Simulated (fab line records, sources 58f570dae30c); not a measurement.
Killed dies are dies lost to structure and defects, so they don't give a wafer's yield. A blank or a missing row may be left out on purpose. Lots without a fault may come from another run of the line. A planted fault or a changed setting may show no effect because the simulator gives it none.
Problem report in the 8D (eight disciplines) form, filled by code | flow berkeley_cmos170 | the parts of the form that need people (team, actions taken, sign-off) are left out

1. THE PROBLEM
PLDD_OVL at UCB170_PLDD_OVL_MEAS_07 reads a mean of 261 nm on 9 wafers of 3 lots; wafers without a fault read 2 nm with a standard deviation of 5.6. That is +46 standard deviations from the usual mean.
First seen on wafer L768.1, day 11 18:19, on overlay-02. The record holds 45 wafers of 15 lots with a number at this step. Rule for "out", or "out of limits": more than 4 standard deviations from the usual mean. The other wafers with a number count as sound.

2. WHAT IT IS AND WHAT IT IS NOT
question                    | is                     | is not
which readings at this step | PLDD_OVL               | -
which lots                  | L767, L768, L769       | L751, L752, L753, L754, L755, L756, L758, L760, L764, L770, L771, L774
which wafers of those lots  | all that have a number | -
read on which gauges        | overlay-01, overlay-02 | -
when                        | from day 11 18:19      | up to then (30 sound wafers); but 6 sound wafers of L771, L774 came after

3. SUSPECTS, AND WHAT RULES EACH OUT
Counting: a tool at a process step up to the reading stays a suspect if it ran every lot that is out and no sound lot after the first of them.
- the gauge at UCB170_PLDD_OVL_MEAS_07: ruled out. The wafers that are out were read on 2 gauges (overlay-01, overlay-02).
- krf_scanner-02 at UCB170_PLDD_EXPOSE_03 (exposes mask PSELECT, target cd 1200 nm): kept. It ran every lot that is out, first L768 (day 11 16:40), and no sound lot after that; its last sound lot up to then is L756 (day 8 14:00).
Left after counting: krf_scanner-02 at UCB170_PLDD_EXPOSE_03.

4. THE CAUSE (what the simulator had put in)
Scanner matching overlay: krf_scanner-02, from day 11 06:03 on, at UCB170_PLDD_EXPOSE_03. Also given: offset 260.
Counting left only this tool.

5. THE CHAIN OF EFFECTS, in route order
Each row: a reading whose mean over the struck wafers that have a number lies more than 3 standard deviations from the usual. Only readings for which the record gives a usual standard deviation are gone through. hours: the time from each lot's start at the first step in this table that gives one to its start at this step, as a median over the lots. sigmas: the change in usual standard deviations.
hours | step                    | reading  | usual | on struck wafers | change | sigmas
0     | UCB170_PLDD_OVL_MEAS_07 | PLDD_OVL | 2 nm  | 261              | +259   | +46

6. WHAT WOULD HAVE CAUGHT IT SOONER
In this record the first reading out of limits at a measuring or inspecting step was taken at day 11 18:19, 12 hours after the fault began at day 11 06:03.
All the lots that are out (3) had begun UCB170_PLDD_EXPOSE_03 on krf_scanner-02 by day 11 18:19. A hold on the tool at that time would have spared none of them.
